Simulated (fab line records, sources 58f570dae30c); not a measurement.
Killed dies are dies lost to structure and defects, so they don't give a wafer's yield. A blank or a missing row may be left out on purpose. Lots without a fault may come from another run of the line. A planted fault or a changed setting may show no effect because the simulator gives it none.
One fault seen from 2 desks | flow berkeley_cmos170 | each desk has only its own numbers; what lay behind them comes last

THE TOOL OWNER'S DESK: implanter-03
The tool's own readings at UCB170_PLDD_IMPLANT_09: means of the sampled wafers that have a number, for each lot that ran on this tool. A lot is out of limits, marked OUT, if its mean lies more than 4 standard deviations from the usual mean; the brackets give that distance.
Columns: A = beam_on_s at UCB170_PLDD_IMPLANT_09, usual 9.99 s; B = dose_ions_cm2 at UCB170_PLDD_IMPLANT_09, usual 5e+13; C = faraday_current_uA at UCB170_PLDD_IMPLANT_09, usual 158.7
lot  | first seen here | A               | B                       | C
L663 | day 5 23:29     | 9.80            | 5e+13                   | 161.4
L664 | day 6 10:48     | 10.11           | 5e+13                   | 157.0
L665 | day 6 16:49     | 10.01           | 5e+13                   | 158.6
L668 | day 6 23:41     | 9.81            | 5e+13                   | 161.0
L678 | day 9 10:14     | 13.15 (+18) OUT | 8e+13 (+99 or more) OUT | 181.3 (+7.8) OUT
L679 | day 9 14:40     | 13.41 (+19) OUT | 8e+13 (+99 or more) OUT | 177.2 (+6.4) OUT
This desk's finding: out of limits on L678, L679; first on L678, day 9 10:14 (beam_on_s at UCB170_PLDD_IMPLANT_09). In limits: L663, L664, L665, L668.

THE METROLOGY DESK
What the gauges read, lot by lot, whatever tool the lot ran on: means of the sampled wafers that have a number. A lot is out of limits, marked OUT, if its mean lies more than 4 standard deviations from the usual mean; the brackets give that distance.
Columns: A = NVT_OVL at UCB170_NVT_OVL_MEAS_06, usual -1 nm; B = PLDD_OVL at UCB170_PLDD_OVL_MEAS_07, usual 1 nm; C = PLDD_TW at UCB170_PLDD_TW_MEAS_11, usual 1012; D = PLDD_RS at UCB170_SDANNEAL_RS_MEAS_04, usual 1032 ohm/sq
lot  | first seen here | A   | B  | C               | D
L663 | day 5 06:44     | 5   | -4 | 1016            | 1029
L664 | day 5 11:28     | -7  | -0 | 1019            | 1040
L665 | day 5 22:42     | 4   | 5  | 999             | 1032
L668 | day 6 06:59     | -2  | 9  | 1020            | 1027
L666 | day 6 07:16     | 2   | -7 | 1019            | 1031
L669 | day 6 14:36     | 1   | 4  | 1000            | 1036
L670 | day 6 22:46     | 6   | -1 | 1017            | 1036
L675 | day 7 14:50     | -2  | 2  | 1018            | 1029
L678 | day 8 18:22     | -10 | 5  | 1074 (+7.5) OUT | 865 (-48) OUT
L680 | day 8 23:32     | -4  | 7  | 1001            | 1033
L682 | day 8 23:43     | -7  | -1 | 1016            | 1034
L679 | day 9 00:00     | -1  | -1 | 1073 (+7.3) OUT | 867 (-47) OUT
L684 | day 9 21:16     | -11 | -1 | 1014            | 1033
L686 | day 10 03:17    | 3   | 7  | 1008            | 1030
This desk's finding: out of limits on L678, L679; first on L678, day 9 10:26 (PLDD_TW at UCB170_PLDD_TW_MEAS_11). In limits: L663, L664, L665, L668, L666, L669, L670, L675, L680, L682, L684, L686.

PUT TOGETHER
The tool owner's desk could have raised an alarm at day 9 10:14, on L678, L679.
The metrology desk could have raised an alarm at day 9 10:26, on L678, L679.
Of the lots named, all ran UCB170_PLDD_IMPLANT_09 on implanter-03.

WHAT THE SIMULATOR HAD PUT IN
Process parameter drift: implanter-03, from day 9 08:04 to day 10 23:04, at UCB170_PLDD_IMPLANT_09. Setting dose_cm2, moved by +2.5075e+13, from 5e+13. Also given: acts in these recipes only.
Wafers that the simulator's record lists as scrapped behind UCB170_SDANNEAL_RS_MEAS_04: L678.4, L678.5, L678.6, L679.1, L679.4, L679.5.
Lots struck among those shown: L678, L679.
Hours from the fault's start to each desk's first reading out of limits: the tool owner's desk, 2; the metrology desk, 2.
